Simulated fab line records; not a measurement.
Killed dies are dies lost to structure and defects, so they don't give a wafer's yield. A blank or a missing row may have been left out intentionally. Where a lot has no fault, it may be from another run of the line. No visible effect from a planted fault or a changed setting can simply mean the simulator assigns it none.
Shared-tool check || flow berkeleyCmos170 || 14 lots and 48 wafers in the sample

== REASON FOR OPENING ==
2 of 14 lots carry a flag on the reading PLDD_TW at UCB170_PLDD_TW_MEAS_11. No-fault wafers: 1007, standard deviation 9.8.
Rule: a lot is flagged when every wafer of it that has a number lies more than 4 standard deviations from that mean, or none has a number. The other lots count as sound.

{"lot": "L832", "measured": "day 7 19:58", "on": "filmMetro-03", "PLDD_TW, wafer by wafer": "1011 1020 1015", "flag": ""}
{"lot": "L830", "measured": "day 7 20:49", "on": "filmMetro-01", "PLDD_TW, wafer by wafer": "995 1003 998", "flag": ""}
{"lot": "L834", "measured": "day 8 03:51", "on": "filmMetro-01", "PLDD_TW, wafer by wafer": "991 993 993", "flag": ""}
{"lot": "L833", "measured": "day 8 13:17", "on": "filmMetro-01", "PLDD_TW, wafer by wafer": "990 1000 989", "flag": ""}
{"lot": "L837", "measured": "day 8 13:39", "on": "filmMetro-04", "PLDD_TW, wafer by wafer": "1013 1012 1017", "flag": ""}
{"lot": "L839", "measured": "day 9 01:14", "on": "filmMetro-04", "PLDD_TW, wafer by wafer": "1012 1016 1016", "flag": ""}
{"lot": "L840", "measured": "day 9 01:32", "on": "filmMetro-04", "PLDD_TW, wafer by wafer": "1010 1013 1013", "flag": ""}
{"lot": "L843", "measured": "day 9 16:58", "on": "filmMetro-01", "PLDD_TW, wafer by wafer": "1005 1001 1003", "flag": ""}
{"lot": "L842", "measured": "day 9 17:05", "on": "filmMetro-04", "PLDD_TW, wafer by wafer": "1015 1012 1016", "flag": ""}
{"lot": "L849", "measured": "day 10 23:23", "on": "filmMetro-01", "PLDD_TW, wafer by wafer": "997 996 997", "flag": ""}
{"lot": "L846", "measured": "day 10 23:26", "on": "filmMetro-04", "PLDD_TW, wafer by wafer": "1078 1078 1077 1081 1073 1076", "flag": "FLAGGED"}
{"lot": "L847", "measured": "day 11 00:05", "on": "filmMetro-01", "PLDD_TW, wafer by wafer": "1055 1060 1056 1061 1056 1057", "flag": "FLAGGED"}
{"lot": "L852", "measured": "day 11 14:08", "on": "filmMetro-03", "PLDD_TW, wafer by wafer": "1016 1013 1013", "flag": ""}
{"lot": "L850", "measured": "day 11 14:46", "on": "filmMetro-03", "PLDD_TW, wafer by wafer": "1014 1011 1014", "flag": ""}
The numbers of the flagged lots are 1067 on average: +60 against the usual, or +6 standard deviations.

== TOOL THAT RAN EACH LOT ==
3 process steps preceding the reading are held in the record, out of 331 steps in the route. Read each cell as the tool, then ch plus the chambers that the sampled wafers visited, then the start.
{"lot": "L832", "flag": "", "UCB170_NWELL_STRIP_15": "plasmaAsher-04 ch 0,1, day 3 05:58", "UCB170_ACTIVE_ETCH_15": "rieDiel-03 ch 1,3, day 5 10:15", "UCB170_PLDD_IMPLANT_08": "implanter-03 ch 0, day 7 19:35"}
{"lot": "L830", "flag": "", "UCB170_NWELL_STRIP_15": "plasmaAsher-03 ch 1, day 2 22:28", "UCB170_ACTIVE_ETCH_15": "rieDiel-04 ch 0,1,2, day 5 10:32", "UCB170_PLDD_IMPLANT_08": "implanter-03 ch 0, day 7 20:26"}
{"lot": "L834", "flag": "", "UCB170_NWELL_STRIP_15": "plasmaAsher-03 ch 0,1, day 3 21:41", "UCB170_ACTIVE_ETCH_15": "rieDiel-03 ch 1,2,3, day 5 19:08", "UCB170_PLDD_IMPLANT_08": "implanter-01 ch 0, day 8 03:27"}
{"lot": "L833", "flag": "", "UCB170_NWELL_STRIP_15": "plasmaAsher-04 ch 0,1, day 3 16:37", "UCB170_ACTIVE_ETCH_15": "rieDiel-04 ch 0,2,3, day 5 19:44", "UCB170_PLDD_IMPLANT_08": "implanter-03 ch 0, day 8 12:55"}
{"lot": "L837", "flag": "", "UCB170_NWELL_STRIP_15": "plasmaAsher-01 ch 0,1, day 4 04:16", "UCB170_ACTIVE_ETCH_15": "rieDiel-03 ch 1,2,3, day 6 09:35", "UCB170_PLDD_IMPLANT_08": "implanter-01 ch 0, day 8 13:15"}
{"lot": "L839", "flag": "", "UCB170_NWELL_STRIP_15": "plasmaAsher-01 ch 0,1, day 4 09:55", "UCB170_ACTIVE_ETCH_15": "rieDiel-02 ch 0,3, day 6 20:17", "UCB170_PLDD_IMPLANT_08": "implanter-01 ch 0, day 9 00:53"}
{"lot": "L840", "flag": "", "UCB170_NWELL_STRIP_15": "plasmaAsher-03 ch 0,1, day 4 21:50", "UCB170_ACTIVE_ETCH_15": "rieDiel-03 ch 0,1,2, day 6 20:31", "UCB170_PLDD_IMPLANT_08": "implanter-02 ch 0, day 9 01:11"}
{"lot": "L843", "flag": "", "UCB170_NWELL_STRIP_15": "plasmaAsher-04 ch 0,1, day 5 12:07", "UCB170_ACTIVE_ETCH_15": "rieDiel-03 ch 2,3, day 7 12:25", "UCB170_PLDD_IMPLANT_08": "implanter-02 ch 0, day 9 16:35"}
{"lot": "L842", "flag": "", "UCB170_NWELL_STRIP_15": "plasmaAsher-03 ch 0,1, day 5 07:05", "UCB170_ACTIVE_ETCH_15": "rieDiel-03 ch 1,2,3, day 7 11:38", "UCB170_PLDD_IMPLANT_08": "implanter-01 ch 0, day 9 16:41"}
{"lot": "L849", "flag": "", "UCB170_NWELL_STRIP_15": "plasmaAsher-04 ch 0,1, day 6 19:02", "UCB170_ACTIVE_ETCH_15": "rieDiel-04 ch 0,3, day 8 15:00", "UCB170_PLDD_IMPLANT_08": "implanter-03 ch 0, day 10 22:59"}
{"lot": "L846", "flag": "FLAGGED", "UCB170_NWELL_STRIP_15": "plasmaAsher-04 ch 0,1, day 5 22:24", "UCB170_ACTIVE_ETCH_15": "rieDiel-04 ch 0,2,3, day 8 09:07", "UCB170_PLDD_IMPLANT_08": "implanter-01 ch 0, day 10 23:02"}
{"lot": "L847", "flag": "FLAGGED", "UCB170_NWELL_STRIP_15": "plasmaAsher-03 ch 0,1, day 5 22:09", "UCB170_ACTIVE_ETCH_15": "rieDiel-02 ch 0,2, day 8 09:15", "UCB170_PLDD_IMPLANT_08": "implanter-01 ch 0, day 10 23:42"}
{"lot": "L852", "flag": "", "UCB170_NWELL_STRIP_15": "plasmaAsher-03 ch 0,1, day 7 05:12", "UCB170_ACTIVE_ETCH_15": "rieDiel-03 ch 0,2, day 9 06:39", "UCB170_PLDD_IMPLANT_08": "implanter-03 ch 0, day 11 13:45"}
{"lot": "L850", "flag": "", "UCB170_NWELL_STRIP_15": "plasmaAsher-01 ch 0,1, day 7 02:40", "UCB170_ACTIVE_ETCH_15": "rieDiel-02 ch 1,2, day 9 06:30", "UCB170_PLDD_IMPLANT_08": "implanter-02 ch 0, day 11 14:22"}
What these steps do:
- UCB170_NWELL_STRIP_15: strips in O2.
- UCB170_ACTIVE_ETCH_15: etches Si3N4 in CH3F/Ar/O2, stops on SiO2, target depth 242 nm, time 151 s.
- UCB170_PLDD_IMPLANT_08
- UCB170_PLDD_TW_MEAS_11

== FLAGGED AGAINST TOTAL, ONE TOOL AT A TIME (gauges that did the reading follow at the end) ==
{"step": "UCB170_NWELL_STRIP_15", "tool": "plasmaAsher-01", "lots run": 3, "flagged": 0, "share of the flagged lots": "none", "sound lots run after its first flagged lot": "-"}
{"step": "UCB170_NWELL_STRIP_15", "tool": "plasmaAsher-03", "lots run": 6, "flagged": 1, "share of the flagged lots": "some", "sound lots run after its first flagged lot": "1 (L852)"}
{"step": "UCB170_NWELL_STRIP_15", "tool": "plasmaAsher-04", "lots run": 5, "flagged": 1, "share of the flagged lots": "some", "sound lots run after its first flagged lot": "1 (L849)"}
{"step": "UCB170_ACTIVE_ETCH_15", "tool": "rieDiel-02", "lots run": 3, "flagged": 1, "share of the flagged lots": "some", "sound lots run after its first flagged lot": "1 (L850)"}
{"step": "UCB170_ACTIVE_ETCH_15", "tool": "rieDiel-03", "lots run": 7, "flagged": 0, "share of the flagged lots": "none", "sound lots run after its first flagged lot": "-"}
{"step": "UCB170_ACTIVE_ETCH_15", "tool": "rieDiel-04", "lots run": 4, "flagged": 1, "share of the flagged lots": "some", "sound lots run after its first flagged lot": "1 (L849)"}
{"step": "UCB170_PLDD_IMPLANT_08", "tool": "implanter-01", "lots run": 6, "flagged": 2, "share of the flagged lots": "all", "sound lots run after its first flagged lot": 0}
{"step": "UCB170_PLDD_IMPLANT_08", "tool": "implanter-02", "lots run": 3, "flagged": 0, "share of the flagged lots": "none", "sound lots run after its first flagged lot": "-"}
{"step": "UCB170_PLDD_IMPLANT_08", "tool": "implanter-03", "lots run": 5, "flagged": 0, "share of the flagged lots": "none", "sound lots run after its first flagged lot": "-"}
{"step": "UCB170_PLDD_TW_MEAS_11", "tool": "filmMetro-01", "lots run": 6, "flagged": 1, "share of the flagged lots": "some", "sound lots run after its first flagged lot": 0}
{"step": "UCB170_PLDD_TW_MEAS_11", "tool": "filmMetro-03", "lots run": 3, "flagged": 0, "share of the flagged lots": "none", "sound lots run after its first flagged lot": "-"}
{"step": "UCB170_PLDD_TW_MEAS_11", "tool": "filmMetro-04", "lots run": 5, "flagged": 1, "share of the flagged lots": "some", "sound lots run after its first flagged lot": 0}

== WHAT THE TABLE PERMITS ==
Rows of the table that ran each flagged lot: 1, that is implanter-01 at UCB170_PLDD_IMPLANT_08.
- implanter-01 at UCB170_PLDD_IMPLANT_08 ran 6 lots, 2 of them flagged. Last sound lot L842 at day 9 16:41, first flagged lot L846 at day 10 23:02; a fault beginning in between fits. Its own readings lie more than 4 standard deviations out on every wafer of the flagged lots: beamOnS, doseIonsCm2, faradayCurrentUA.
One tool is left: implanter-01 at UCB170_PLDD_IMPLANT_08.

== WHAT HAD BEEN PUT IN BY THE SIMULATOR ==
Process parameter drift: implanter-01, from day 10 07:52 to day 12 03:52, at UCB170_PLDD_IMPLANT_08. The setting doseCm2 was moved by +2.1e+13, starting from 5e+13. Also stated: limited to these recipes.
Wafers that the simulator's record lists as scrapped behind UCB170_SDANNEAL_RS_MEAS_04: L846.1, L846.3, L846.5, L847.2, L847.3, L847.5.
Lots struck among those shown: L846, L847. The rule above reached the same finding.
